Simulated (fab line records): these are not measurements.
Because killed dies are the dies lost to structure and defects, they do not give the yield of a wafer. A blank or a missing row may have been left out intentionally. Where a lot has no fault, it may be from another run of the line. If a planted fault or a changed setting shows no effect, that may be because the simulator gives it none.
The tool behind it: which one?	flow rit-cmos	14 lots with 42 wafers sampled at 2 steps, on a route of 202 steps

## WHAT THE GAUGES READ, wafer by wafer
RIT_CONTACT_THK_MEAS_01.
lot	measured	on	CONTACT_TEOS_THK (nm)
L275	day 3 12:10	film-metro-04	401 401 397
L276	day 3 18:49	film-metro-04	403 409 404
L279	day 4 10:42	film-metro-04	401 407 410
L278	day 4 12:11	film-metro-04	404 402 397
L280	day 4 13:56	film-metro-04	394 406 398
L282	day 5 01:41	film-metro-04	402 396 404
L285	day 5 15:12	film-metro-04	400 398 399
L287	day 5 21:53	film-metro-04	399 403 396
L288	day 6 05:24	film-metro-02	402 408 406
L290	day 6 12:31	film-metro-02	401 401 408
L291	day 6 18:14	film-metro-01	337 399 406
L292	day 7 03:17	film-metro-02	394 395 394
L293	day 7 06:24	film-metro-04	392 399 398
L294	day 7 11:56	film-metro-04	338 400 395

## WHICH TOOL RAN EACH LOT (tool, then ch and the chambers of the sampled wafers, then the start)
lot	RIT_CONTACT_CVD_00
L275	pecvd-04 ch 0,2, day 3 12:04
L276	pecvd-02 ch 1,2, day 3 18:46
L279	pecvd-04 ch 0,1, day 4 10:38
L278	pecvd-02 ch 0,1,2, day 4 12:07
L280	pecvd-01 ch 0,1, day 4 13:53
L282	pecvd-02 ch 1,2, day 5 01:37
L285	pecvd-02 ch 0,1,2, day 5 15:09
L287	pecvd-04 ch 0,1,2, day 5 21:50
L288	pecvd-02 ch 0,2, day 6 05:19
L290	pecvd-04 ch 0,1,2, day 6 12:28
L291	pecvd-02 ch 0,1,2, day 6 18:10
L292	pecvd-01 ch 0,1,2, day 7 03:14
L293	pecvd-04 ch 0,1, day 7 06:20
L294	pecvd-02 ch 0,1,2, day 7 11:53
- RIT_CONTACT_CVD_00: deposits SiO2 from TEOS, target thk 400 nm, time 61 s.

## AS READ BY THE TOOLS THEMSELVES (means over the sampled wafers that have a number; for cases with no such wafer, the mark the record gives instead)
RIT_CONTACT_CVD_00.
lot	tool	heater-power-w (W)	rf-fwd-power-W (W)
L275	pecvd-04	302	394.5
L276	pecvd-02	350	399.4
L279	pecvd-04	318	396.9
L278	pecvd-02	320	397.3
L280	pecvd-01	272	395.1
L282	pecvd-02	328	398.4
L285	pecvd-02	320	398.1
L287	pecvd-04	299	395.4
L288	pecvd-02	310	396.2
L290	pecvd-04	304	394.7
L291	pecvd-02	333	343.0
L292	pecvd-01	279	395.6
L293	pecvd-04	306	396.1
L294	pecvd-02	340	343.5

## THE ANSWER, worked out from the rows above alone
Rule: the lots themselves supply what counts as usual. Put in order of their means at a reading, lots are off if they are a third of the lots or fewer, leave a main group of 4 or more, and stand apart from it by a gap of 3 or more times the standard deviation of the main group's means; of several such gaps the widest counts. A main group whose means are all the same, to the digits that the tables above print for the reading, isn't used. Also off: a lot with no number at a reading for which 4 or more lots have one. The other lots that the step has rows for count as sound. First the gauges in route order, then the tools' own readings, where a lot's mean is used as printed above. The first step at which some lot is off is used, and at that step the reading that is off furthest; a lot without a number counts as furthest.
Off: L291, L294, at RIT_CONTACT_THK_MEAS_01 (CONTACT_TEOS_THK). Main group: mean 401 nm, sd 3.5.
A tool fits if, at a process step before that reading, it ran every lot that is off, and no sound lot after the first of them. Not tried: the gauges at RIT_CONTACT_THK_MEAS_01; whatever is off there is also off at RIT_CONTACT_CVD_00, on other tools, and gauge error can't account for it. One fits: RIT_CONTACT_CVD_00 on pecvd-02. Its last sound lot is L288 (day 6 05:19), its first lot that is off L291 (day 6 18:10): a fault that began between those two fits.
The tool's own readings at RIT_CONTACT_CVD_00 bear it out: on the lots that are off they differ by more than 5 times the standard deviation of the sound lots' means. rf-fwd-power-W reads 343.2 W there against 396.5 W on the sound lots.

## WHAT THE SIMULATOR HAD INSERTED
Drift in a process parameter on pecvd-02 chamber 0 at RIT_CONTACT_CVD_00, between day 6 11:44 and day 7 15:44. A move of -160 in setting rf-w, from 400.
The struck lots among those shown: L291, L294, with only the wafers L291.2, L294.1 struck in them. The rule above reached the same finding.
